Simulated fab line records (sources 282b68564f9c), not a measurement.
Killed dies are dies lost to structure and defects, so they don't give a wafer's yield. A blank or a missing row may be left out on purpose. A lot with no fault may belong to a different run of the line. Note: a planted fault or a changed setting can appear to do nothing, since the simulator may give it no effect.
Tool commonality check + flow rit cmos + Sampled: 15 lots, 54 wafers

## WHY THIS WAS OPENED
RIT_PWELL_TW_MEAS_10, reading PWELL_TW: flagged on 3 of 15 lots. Wafers without a fault read 944, standard deviation 12.
Rule: a lot gets a flag if all its wafers with a number sit over 4 standard deviations from that mean, or if no wafer of it has a number. As for the other lots, they are considered sound.

| lot  | measured    | on            | PWELL_TW, wafer by wafer | flag    |
|------|-------------|---------------|--------------------------|---------|
| L318 | day 2 07:40 | film metro-02 | 962 964 964              |         |
| L321 | day 2 15:19 | film metro-04 | 926 933 930              |         |
| L322 | day 2 20:00 | film metro-03 | 953 956 955              |         |
| L323 | day 3 01:00 | film metro-04 | 937 943 939              |         |
| L325 | day 3 09:17 | film metro-03 | 962 960 962              |         |
| L326 | day 3 14:57 | film metro-04 | 935 937 939              |         |
| L329 | day 4 06:35 | film metro-04 | 29 29 29 29 29 29        | FLAGGED |
| L330 | day 4 10:36 | film metro-03 | 30 30 30 30 30 30        | FLAGGED |
| L331 | day 4 15:23 | film metro-04 | 29 29 29 29 29 29        | FLAGGED |
| L334 | day 5 06:28 | film metro-03 | 947 947 955              |         |
| L335 | day 5 11:41 | film metro-04 | 942 932 936              |         |
| L336 | day 5 16:42 | film metro-04 | 931 934 935              |         |
| L337 | day 5 21:40 | film metro-04 | 937 934 938              |         |
| L338 | day 6 02:51 | film metro-04 | 939 935 934              |         |
| L340 | day 6 12:43 | film metro-04 | 934 936 938              |         |
The numbers of the flagged lots are 29 on average: -915 against the usual, or -76 standard deviations.

## LOT BY LOT: THE TOOL USED
The record keeps 1 process step preceding the reading, out of 202 steps on the route. Every cell lists first the tool, next ch and the chambers used by the sampled wafers, and last the start.
| lot  | flag    | RIT_NWELL_STRIP_09                  |
|------|---------|-------------------------------------|
| L318 |         | plasma asher-03 ch 0,1, day 2 05:55 |
| L321 |         | plasma asher-04 ch 0,1, day 2 13:28 |
| L322 |         | plasma asher-04 ch 0,1, day 2 18:19 |
| L323 |         | plasma asher-01 ch 0,1, day 2 23:18 |
| L325 |         | plasma asher-04 ch 0,1, day 3 07:34 |
| L326 |         | plasma asher-03 ch 0,1, day 3 13:04 |
| L329 | FLAGGED | plasma asher-01 ch 0,1, day 4 04:44 |
| L330 | FLAGGED | plasma asher-04 ch 0, day 4 08:41   |
| L331 | FLAGGED | plasma asher-03 ch 0,1, day 4 13:35 |
| L334 |         | plasma asher-04 ch 0,1, day 5 04:47 |
| L335 |         | plasma asher-04 ch 0,1, day 5 10:01 |
| L336 |         | plasma asher-03 ch 0,1, day 5 14:58 |
| L337 |         | plasma asher-03 ch 0,1, day 5 19:45 |
| L338 |         | plasma asher-04 ch 0,1, day 6 01:07 |
| L340 |         | plasma asher-01 ch 0,1, day 6 10:40 |
What the steps here do:
- RIT_NWELL_STRIP_09: strips in O2, time 180 s.
- RIT_PWELL_TW_MEAS_10

## FLAGGED AGAINST TOTAL, ONE TOOL AT A TIME (gauges that did the reading follow at the end)
| step                 | tool            | lots run | flagged | share of the flagged lots | sound lots run after its first flagged lot |
|----------------------|-----------------|----------|---------|---------------------------|--------------------------------------------|
| RIT_NWELL_STRIP_09   | plasma asher-01 | 3        | 1       | some                      | 1 (L340)                                   |
| RIT_NWELL_STRIP_09   | plasma asher-03 | 5        | 1       | some                      | 2 (L336,L337)                              |
| RIT_NWELL_STRIP_09   | plasma asher-04 | 7        | 1       | some                      | 3 (L334,L335,L338)                         |
| RIT_PWELL_TW_MEAS_10 | film metro-02   | 1        | 0       | none                      | -                                          |
| RIT_PWELL_TW_MEAS_10 | film metro-03   | 4        | 1       | some                      | 1 (L334)                                   |
| RIT_PWELL_TW_MEAS_10 | film metro-04   | 10       | 2       | some                      | 5 (L335,L336,L337,L338,L340)               |

## WHAT THE TABLE ALLOWS
No row of the table ran every flagged lot.

## WHAT THE SIMULATOR HAD INSERTED
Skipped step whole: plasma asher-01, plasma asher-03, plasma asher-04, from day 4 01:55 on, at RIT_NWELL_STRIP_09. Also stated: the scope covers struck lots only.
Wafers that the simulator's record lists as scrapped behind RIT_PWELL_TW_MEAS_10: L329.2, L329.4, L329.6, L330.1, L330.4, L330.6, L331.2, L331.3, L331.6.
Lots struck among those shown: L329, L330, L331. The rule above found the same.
